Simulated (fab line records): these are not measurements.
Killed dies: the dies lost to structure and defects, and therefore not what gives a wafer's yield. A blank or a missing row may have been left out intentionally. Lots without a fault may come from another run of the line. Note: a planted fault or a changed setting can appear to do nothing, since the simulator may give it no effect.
Which of the tools did it? / flow rit-cmos / 6 lots, 18 wafers sampled, at 1 step of a route of 202

== WHAT THE GAUGES READ, wafer by wafer ==
RIT_ACTIVE_BOW_MEAS_00.
lot=L769; measured=day 1 20:02; on=film-metro-02; INCOMING_BOW (um)=-4 0 13
lot=L772; measured=day 2 11:04; on=film-metro-02; INCOMING_BOW (um)=-10 2 -2
lot=L774; measured=day 2 21:02; on=film-metro-01; INCOMING_BOW (um)=-1 2 -1
lot=L777; measured=day 3 12:00; on=film-metro-02; INCOMING_BOW (um)=7 5 5
lot=L785; measured=day 5 04:00; on=film-metro-01; INCOMING_BOW (um)=1 -1 8
lot=L789; measured=day 6 00:05; on=film-metro-01; INCOMING_BOW (um)=4 1 11

== WHICH TOOL RAN EACH LOT (tool, then ch and the chambers of the sampled wafers, then the start) ==
The record shows no process step preceding these readings.

== THE ANSWER, worked out from the rows above alone ==
Rule: usual is defined by the lots themselves. The widest of any qualifying gaps counts: lots, ordered by their means at a reading, are off when they make up no more than a third of the lots, leave a main group of 4 or more, and stand apart from it by 3 or more times the standard deviation of that group's means. A main group is skipped when, at the precision printed for the reading in the tables above, its means are all equal. A lot without any number at a reading at which 4 lots or more have one is off too. Where the step has rows for the other lots, those lots are counted as sound.
No lot is off on any of the readings shown, so nothing can be concluded from this.

== WHAT THE SIMULATOR HAD PUT IN ==
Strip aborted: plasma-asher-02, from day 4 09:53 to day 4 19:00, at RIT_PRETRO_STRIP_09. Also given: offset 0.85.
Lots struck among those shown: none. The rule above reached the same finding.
